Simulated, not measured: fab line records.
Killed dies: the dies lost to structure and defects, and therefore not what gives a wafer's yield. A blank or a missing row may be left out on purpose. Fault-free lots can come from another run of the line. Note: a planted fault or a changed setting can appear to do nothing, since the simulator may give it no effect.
Check of tool commonality | flow rit_cmos | 14 lots and 42 wafers in the sample

## REASON FOR OPENING
Of 14 lots, 2 have the reading FOX1_OXIDE_THK flagged at RIT_FOX1_THK_MEAS_01. No-fault wafers: 349 nm, standard deviation 7.
Rule: a lot gets a flag if all its wafers with a number sit over 4 standard deviations from that mean, or if no wafer of it has a number. The rest of the lots are taken to be sound.

lot  | measured    | on            | FOX1_OXIDE_THK (nm), wafer by wafer | flag
L848 | day 1 16:50 | film_metro-04 | 348 354 350                         |
L849 | day 1 22:13 | film_metro-03 | 346 353 354                         |
L850 | day 2 03:33 | film_metro-02 | 347 345 346                         |
L851 | day 2 08:02 | film_metro-02 | 349 347 349                         |
L852 | day 2 12:50 | film_metro-02 | 346 348 351                         |
L853 | day 2 17:51 | film_metro-02 | 360 360 359                         |
L854 | day 2 22:49 | film_metro-03 | 351 359 357                         |
L855 | day 3 04:33 | film_metro-03 | 345 355 347                         |
L856 | day 3 08:59 | film_metro-03 | 352 346 343                         |
L857 | day 3 13:51 | film_metro-04 | 334 338 338                         |
L858 | day 3 20:22 | film_metro-04 | 342 338 339                         |
L861 | day 4 11:09 | film_metro-04 | 348 343 354                         |
L863 | day 4 21:32 | film_metro-04 | 234 226 229                         | FLAGGED
L864 | day 5 02:31 | film_metro-04 | 235 236 236                         | FLAGGED
The numbers of the flagged lots are 233 nm on average: -116 nm against the usual, or -17 standard deviations.

## EACH LOT AND THE TOOL IT RAN ON
The record keeps 1 process step preceding the reading, out of 202 steps on the route. Every cell lists first the tool, next ch and the chambers used by the sampled wafers, and last the start.
lot  | flag    | RIT_FOX1_OXIDATION_00
L848 |         | furnace-01 ch 0, day 1 15:31
L849 |         | furnace-01 ch 0, day 1 20:53
L850 |         | furnace-02 ch 0, day 2 02:14
L851 |         | furnace-01 ch 0, day 2 06:44
L852 |         | furnace-01 ch 0, day 2 11:31
L853 |         | furnace-02 ch 0, day 2 16:32
L854 |         | furnace-02 ch 0, day 2 21:30
L855 |         | furnace-04 ch 0, day 3 03:12
L856 |         | furnace-01 ch 0, day 3 07:40
L857 |         | furnace-01 ch 0, day 3 12:32
L858 |         | furnace-04 ch 0, day 3 19:03
L861 |         | furnace-02 ch 0, day 4 09:49
L863 | FLAGGED | furnace-04 ch 0, day 4 20:13
L864 | FLAGGED | furnace-04 ch 0, day 5 01:13
What is done by these steps:
- RIT_FOX1_OXIDATION_00: target thk 350.7 nm, ox time 1130 s.
- RIT_FOX1_THK_MEAS_01

## FLAGGED AGAINST TOTAL, ONE TOOL AT A TIME (gauges that did the reading follow at the end)
step                  | tool          | lots run | flagged | share of the flagged lots | sound lots run after its first flagged lot
RIT_FOX1_OXIDATION_00 | furnace-01    | 6        | 0       | none                      | -
RIT_FOX1_OXIDATION_00 | furnace-02    | 4        | 0       | none                      | -
RIT_FOX1_OXIDATION_00 | furnace-04    | 4        | 2       | all                       | 0
RIT_FOX1_THK_MEAS_01  | film_metro-02 | 4        | 0       | none                      | -
RIT_FOX1_THK_MEAS_01  | film_metro-03 | 4        | 0       | none                      | -
RIT_FOX1_THK_MEAS_01  | film_metro-04 | 6        | 2       | all                       | 0

## WHAT IS ALLOWED BY THE TABLE
In 2 table rows, all flagged lots were run: furnace-04 (RIT_FOX1_OXIDATION_00), film_metro-04 (RIT_FOX1_THK_MEAS_01).
- furnace-04 at RIT_FOX1_OXIDATION_00 ran 4 lots, 2 of them flagged. A fault beginning between L858 (day 3 19:03), its last sound lot, and L863 (day 4 20:13), its first flagged one, fits the data.
- film_metro-04 at RIT_FOX1_THK_MEAS_01 ran 6 lots, 2 of them flagged. A fault beginning between L861 (day 4 11:09), its last sound lot, and L863 (day 4 21:32), its first flagged one, fits the data.
Because each of these 2 tools fits a fault that began at some hour, counting lots does not separate them. More lots, or a look at what each step does to the wafer, might.

## WHAT WAS PUT IN BY THE SIMULATOR
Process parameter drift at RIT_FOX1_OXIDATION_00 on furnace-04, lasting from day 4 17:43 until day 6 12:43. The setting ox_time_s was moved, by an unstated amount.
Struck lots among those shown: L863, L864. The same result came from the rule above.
